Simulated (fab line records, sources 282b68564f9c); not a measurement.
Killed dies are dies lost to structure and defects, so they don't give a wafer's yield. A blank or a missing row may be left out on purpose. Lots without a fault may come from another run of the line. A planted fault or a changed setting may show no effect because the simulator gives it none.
fab line records | flow rit_cmos
record lots=7 wafers=21 last_day=7
route steps=202 shown SILICIDE@163 CONTACT@168
lots that met no fault: from a run of the same line without faults
start_h: hours from the record's first day to the start of the lot's first wafer shown | wait_h: hours since the lot's step before | " the same as in the row above | L1.1+2: a row that stands for several wafers | - no value, or no start given | * or withheld: withheld | < > ~ a bound
route shown NAME@n: a module of which the file shows steps, and the number in the route of the first | usual: mean/standard deviation of fault-free wafers | same: alike in all rows | chamber/n: place in a boat | sites: the reading at each site | _std_site: their standard deviation | _edge_site: outer sites' mean less inner sites' | radius_mm: how far each site lies from the wafer's centre | mask NAME#n: copy n | behind: the tool/chamber that last shaped the wafer | hold: why the lot was held/for how many hours/how that ended | device: the transistor (n, p or np) that didn't switch | end of line: the same wafers' tests at the end of the route | a step without rows: its recipe alone | killed: dies lost to structure and defects at the first sort, not the wafer's yield | map: a wafer's dies, x killed, . not, _ none there
set.NAME: the setting as run; set.NAME@STEP: as run at that earlier step | model.NAME: the simulator's own value behind a step, which no gauge read
lots at some steps of the route; a table a step, a row a wafer
services: from which hour (start_h, from the record's first day; less than 0 if before it) a tool's chamber was out of use, for how many hours, and why
## steps
# step RIT_SILICIDE_RS_MEAS_02
# recipe thk_meas_gauge=four-point-probe reads=Ti_of_SILICIDE_SPUTTER_01
# usual SILICIDE_TI_RS=51.3/0.8
# columns lot.wafer tool chamber start_h wait_h SILICIDE_TI_RS[ohm/sq]
L868.1 film_metro-04 - 56.26 0.1 52.4
L868.3 " - " " 51.6
L868.4 " - " " 51.4
L870.1 film_metro-01 - 65.47 0.1 50.6
L870.3 " - " " 52.0
L870.6 " - " " 51.4
L871.1 film_metro-03 - 69.10 0.1 52.3
L871.3 " - " " 51.6
L871.5 " - " " 51.8
L872.2 film_metro-01 - 76.20 0.1 50.9
L872.3 " - " " 51.8
L872.5 " - " " 51.7
L873.2 film_metro-04 - 81.46 0.1 50.7
L873.4 " - " " 51.5
L873.5 " - " " 49.7
L882.1 film_metro-01 - 124.48 0.1 50.3
L882.3 " - " " 50.7
L882.5 " - " " 50.0
L889.1 film_metro-01 - 156.04 0.1 50.4
L889.3 " - " " 51.4
L889.5 " - " " 52.1
# step RIT_SILICIDE_THK_MEAS_03
# recipe thk_meas_gauge=xrf reads=Ti_of_SILICIDE_SPUTTER_01
# usual SILICIDE_TI_THK=28.7/0.37
# columns lot.wafer tool chamber start_h wait_h SILICIDE_TI_THK[nm]
L868.1 film_metro-04 - 56.38 0.1 28.3
L868.3 " - " " 28.7
L868.4 " - " " 28.9
L870.1 film_metro-01 - 65.59 0.1 28.9
L870.3 " - " " 28.3
L870.6 " - " " 28.7
L871.1 film_metro-03 - 69.22 0.1 28.3
L871.3 " - " " 28.4
L871.5 " - " " 28.4
L872.2 film_metro-01 - 76.31 0.1 28.7
L872.3 " - " " 28.4
L872.5 " - " " 28.4
L873.2 film_metro-04 - 81.57 0.1 28.9
L873.4 " - " " 28.6
L873.5 " - " " 29.3
L882.1 film_metro-01 - 124.60 0.1 29.3
L882.3 " - " " 29.0
L882.5 " - " " 29.3
L889.1 film_metro-01 - 156.16 0.1 29.1
L889.3 " - " " 28.5
L889.5 " - " " 28.3
# step RIT_SILICIDE_RTA_04
# recipe temp_c=650 time_s=10 idle_temp_c=25 ramp_up_s=5 ramp_down_s=5 cool_to_c=25 ambient=N2
# usual wafer_temp_C_max=653.0/0.78
# columns lot.wafer tool chamber start_h wait_h wafer_temp_C_max
L868.1 rtp_anneal-02 0 56.44 0.1 651.8
L868.3 " 0 " " 652.3
L868.4 " 0 " " 652.3
L870.1 rtp_anneal-02 0 65.65 0.1 652.5
L870.3 " 0 " " 652.4
L870.6 " 0 " " 652.0
L871.1 rtp_anneal-01 0 69.28 0.1 653.5
L871.3 " 0 " " 654.2
L871.5 " 0 " " 653.7
L872.2 rtp_anneal-02 0 76.37 0.1 652.7
L872.3 " 0 " " 652.2
L872.5 " 0 " " 653.2
L873.2 rtp_anneal-01 0 81.63 0.1 653.1
L873.4 " 0 " " 652.6
L873.5 " 0 " " 652.3
L882.1 rtp_anneal-02 0 124.66 0.1 653.5
L882.3 " 0 " " 652.7
L882.5 " 0 " " 652.4
L889.1 rtp_anneal-01 0 156.22 0.1 653.5
L889.3 " 0 " " 653.8
L889.5 " 0 " " 653.9
# step RIT_SILICIDE_WET_ETCH_05
# recipe chemistry=SPM target=Ti temp_c=90 time_s=120 dry=n2_spin
# step RIT_SILICIDE_RTA_06
# recipe temp_c=750 time_s=10 idle_temp_c=25 ramp_up_s=5 ramp_down_s=10 cool_to_c=25 ambient=N2
# usual wafer_temp_C_max=753.4/0.82
# columns lot.wafer tool chamber start_h wait_h wafer_temp_C_max
L868.1 rtp_anneal-01 0 56.55 0.0 753.2
L868.3 " 0 " " 754.7
L868.4 " 0 " " 753.2
L870.1 rtp_anneal-01 0 65.80 0.0 752.7
L870.3 " 0 " " 754.6
L870.6 " 0 " " 753.0
L871.1 rtp_anneal-02 0 69.39 0.0 753.2
L871.3 " 0 " " 753.1
L871.5 " 0 " " 753.7
L872.2 rtp_anneal-01 0 76.47 0.0 753.4
L872.3 " 0 " " 753.9
L872.5 " 0 " " 753.6
L873.2 rtp_anneal-02 0 81.75 0.0 752.6
L873.4 " 0 " " 753.8
L873.5 " 0 " " 752.2
L882.1 rtp_anneal-01 0 124.78 0.0 754.5
L882.3 " 0 " " 754.3
L882.5 " 0 " " 753.5
L889.1 rtp_anneal-02 0 156.33 0.0 754.3
L889.3 " 0 " " 753.3
L889.5 " 0 " " 752.9
# step RIT_CONTACT_CVD_00
# recipe material=SiO2 target_thk_nm=400 precursor=TEOS temp_c=390 time_s=61 rf_w=400
# usual heater_power_w=316/69
# columns lot.wafer tool chamber start_h wait_h heater_power_w
L868.1 pecvd-04 1 56.61 0.1 368
L868.3 " 2 " " 462
L868.4 " 2 " " 481
L870.1 pecvd-02 1 65.87 0.1 350
L870.3 " 0 " " 275
L870.6 " 2 " " 249
L871.1 pecvd-04 0 69.45 0.1 345
L871.3 " 1 " " 376
L871.5 " 2 " " 405
L872.2 pecvd-01 1 76.53 0.0 314
L872.3 " 0 " " 328
L872.5 " 1 " " 319
L873.2 pecvd-02 1 81.80 0.0 375
L873.4 " 2 " " 292
L873.5 " 0 " " 289
L882.1 pecvd-02 0 124.84 0.1 259
L882.3 " 1 " " 297
L882.5 " 1 " " 321
L889.1 pecvd-04 1 156.40 0.1 330
L889.3 " 0 " " 350
L889.5 " 0 " " 260
# step RIT_CONTACT_THK_MEAS_01
# recipe reads=SiO2_of_CONTACT_CVD_00
# usual CONTACT_TEOS_THK=400/6.4
# columns lot.wafer tool chamber start_h wait_h CONTACT_TEOS_THK[nm]
L868.1 film_metro-01 - 56.66 0.0 394
L868.3 " - " " 391
L868.4 " - " " 395
L870.1 film_metro-04 - 65.92 0.0 400
L870.3 " - " " 405
L870.6 " - " " 405
L871.1 film_metro-01 - 69.51 0.0 395
L871.3 " - " " 393
L871.5 " - " " 398
L872.2 film_metro-02 - 76.59 0.0 401
L872.3 " - " " 400
L872.5 " - " " 407
L873.2 film_metro-01 - 81.86 0.0 398
L873.4 " - " " 400
L873.5 " - " " 396
L882.1 film_metro-02 - 124.89 0.0 402
L882.3 " - " " 398
L882.5 " - " " 409
L889.1 film_metro-04 - 156.45 0.0 395
L889.3 " - " " 392
L889.5 " - " " 397
# step RIT_CONTACT_HMDS_02
# recipe prime_time_s=60 prime_temp_c=140
# step RIT_CONTACT_COAT_03
# recipe resist=NOVOLAK spin_rpm=3250 resist_thk_nm=1000
# step RIT_CONTACT_SOFTBAKE_04
# recipe resist=NOVOLAK temp_c=90 time_s=60
# step RIT_CONTACT_EXPOSE_05
# recipe mask_id=M11 na=0.6 source_shape=conventional sigma_outer=0.5 target_cd_nm=1000 dose_mj=250
# step RIT_CONTACT_PEB_06
# recipe resist=NOVOLAK temp_c=withheld time_s=withheld
# step RIT_CONTACT_DEVELOP_07
# recipe resist=NOVOLAK develop_time_s=125.5 dev_temp_c=23
# usual chill_plate_temp_C=23.04/0.11 develop_time_s=125.5/0
# columns lot.wafer tool chamber start_h wait_h chill_plate_temp_C develop_time_s
L868.1 litho_track-03 0 57 - 23.13 125.5
L868.3 " 0 " " 23.06 125.5
L868.4 " 0 " " 23.02 125.5
L870.1 litho_track-03 0 66 - 23.20 125.5
L870.3 " 0 " " 22.97 125.5
L870.6 " 0 67 - 23.05 125.5
L871.1 litho_track-03 - 70 - - -
L871.3 " - " " - -
L871.5 " - " " - -
L872.2 litho_track-03 - 77 - - -
L872.3 " - " " - -
L872.5 " - " " - -
L873.2 litho_track-03 - 82 - - -
L873.4 " - " " - -
L873.5 " - " " - -
L882.1 litho_track-04 0 125 - 23.10 125.5
L882.3 " 0 " " 22.97 125.5
L882.5 " 0 " " 23.20 125.5
L889.1 litho_track-02 0 157 - 22.83 125.5
L889.3 " 0 " " 23.00 125.5
L889.5 " 0 " " 22.77 125.5
# step RIT_CONTACT_CD_MEAS_08
# recipe target_cd_nm=1000
# usual cd_nm=1000.6/2.1
# columns lot.wafer tool chamber start_h wait_h cd_nm
L868.1 cd_sem-02 - 57.82 - 998.7
L868.3 " - " " 1000.6
L868.4 " - " " 997.9
L870.1 cd_sem-02 - 67.07 - 1000.4
L870.3 " - " " 1002.3
L870.6 " - " " 999.8
L871.1 cd_sem-02 - 70.53 - -
L871.3 " - " " -
L871.5 " - " " -
L872.2 cd_sem-02 - 77.70 - -
L872.3 " - " " -
L872.5 " - " " -
L873.2 cd_sem-02 - 83.05 - -
L873.4 " - " " -
L873.5 " - " " -
L882.1 cd_sem-02 - 126.04 - 1003.0
L882.3 " - " " 1000.9
L882.5 " - " " 1001.4
L889.1 cd_sem-02 - 157.67 - 999.4
L889.3 " - " " 1001.3
L889.5 " - " " 1001.7
## services
# columns tool chamber start_h hours kind
pecvd-02 - 44.74 0.7 repair
pecvd-04 - 80.61 0.5 repair
pecvd-02 - 86.49 1.0 repair
pecvd-04 1 87.20 13.8 repair
pecvd-02 2 106.14 9.6 repair
pecvd-02 1 118.88 5.6 repair
## key
first_sign step=RIT_CONTACT_DEVELOP_07 reading=tool_record direction=missing
effect none on later readings
met_at RIT_CONTACT_DEVELOP_07
struck_wafers L871.1,L871.3,L871.5,L872.2,L872.3,L872.5,L873.2,L873.4,L873.5
later_rows_left_out L871.1,L871.3,L871.5,L872.2,L872.3,L872.5,L873.2,L873.4,L873.5
sort_left_out L871.1,L871.3,L871.5,L872.2,L872.3,L872.5,L873.2,L873.4,L873.5
tester_left_out L871,L872,L873
onset_between 66 70
fault kind=skipped_step_whole tool=litho_track-03 chamber=- onset_h=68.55 steps=RIT_CONTACT_DEVELOP_07 scope=struck_lots_only
# tester_left_out: of these lots the tester's yield and bins aren't shown, on N5 and GAA mostly nor the transistor test; their killed dies are dies lost to structure and defects alone, not to doping, threshold or leakage, so they don't give the yield
# sort_left_out: the simulated sort isn't trusted on such a fault, so these wafers' sort isn't shown, and their yield isn't known
# later_rows_left_out: the simulator's readings of these wafers behind a module that went badly wrong aren't trusted and aren't shown, but for the sort
